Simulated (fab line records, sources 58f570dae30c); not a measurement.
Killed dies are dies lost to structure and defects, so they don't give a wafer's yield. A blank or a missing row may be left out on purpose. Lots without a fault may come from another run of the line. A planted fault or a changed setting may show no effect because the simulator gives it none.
Which tool did it? | flow berkeley_cmos170 | 7 lots, 21 wafers sampled, at 3 steps of a route of 331

WHAT THE GAUGES READ, wafer by wafer
UCB170_PSD_OVL_MEAS_07.
lot  | measured     | on         | PSD_OVL (nm)
L517 | day 7 00:42  | overlay-01 | 2 -9 -2
L520 | day 7 15:04  | overlay-01 | -5 -3 -6
L524 | day 9 03:12  | overlay-02 | 1 -6 2
L527 | day 9 08:25  | overlay-01 | -5 -3 1
L529 | day 10 01:53 | overlay-02 | -161 -161 -165
L532 | day 10 19:04 | overlay-02 | 0 2 -4
L535 | day 10 19:28 | overlay-01 | -5 -6 -6

WHICH TOOL RAN EACH LOT (tool, then ch and the chambers of the sampled wafers, then the start)
lot  | UCB170_NLDD_STRIP_10                 | UCB170_PSD_EXPOSE_03
L517 | plasma_asher-01 ch 0,1, day 6 19:05  | krf_scanner-02 ch 0, day 6 23:52
L520 | plasma_asher-04 ch 0,1, day 7 09:53  | krf_scanner-02 ch 0, day 7 14:29
L524 | plasma_asher-04 ch 0, day 8 18:18    | krf_scanner-02 ch 0, day 9 02:42
L527 | plasma_asher-04 ch 0,1, day 9 00:59  | krf_scanner-02 ch 0, day 9 07:39
L529 | plasma_asher-03 ch 0,1, day 9 21:05  | krf_scanner-01 ch 0, day 10 01:22
L532 | plasma_asher-01 ch 0,1, day 10 11:51 | krf_scanner-02 ch 0, day 10 17:58
L535 | plasma_asher-03 ch 0,1, day 10 12:32 | krf_scanner-02 ch 0, day 10 18:20
- UCB170_NLDD_STRIP_10: strips in O2.
- UCB170_PSD_EXPOSE_03: exposes mask PSELECT MOD, target cd 1200 nm.

THE ANSWER, worked out from the rows above alone
Rule: what is usual is taken from the lots themselves. Put in order of their means at a reading, lots are off if they are a third of the lots or fewer, leave a main group of 4 or more, and stand apart from it by a gap of 3 or more times the standard deviation of the main group's means; of several such gaps the widest counts. A main group whose means are all the same, to the digits that the tables above print for the reading, isn't used. A lot without any number at a reading at which 4 lots or more have one is off too. The other lots that the step has rows for count as sound.
Off: L529, at UCB170_PSD_OVL_MEAS_07 (PSD_OVL). The main group: mean -3 nm, standard deviation 1.8.
A tool fits if, at a process step before that reading, it ran every lot that is off, and no sound lot after the first of them. The gauges at UCB170_PSD_OVL_MEAS_07 are tried like those tools. One fits: krf_scanner-01 at UCB170_PSD_EXPOSE_03. It ran no sound lot before its first lot that is off in this sample, so the start can't be narrowed down.

WHAT THE SIMULATOR HAD PUT IN
Scanner matching overlay: krf_scanner-01, from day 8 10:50 on, at UCB170_PSD_EXPOSE_03. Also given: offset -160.
Lots struck among those shown: L529. The rule above found the same.
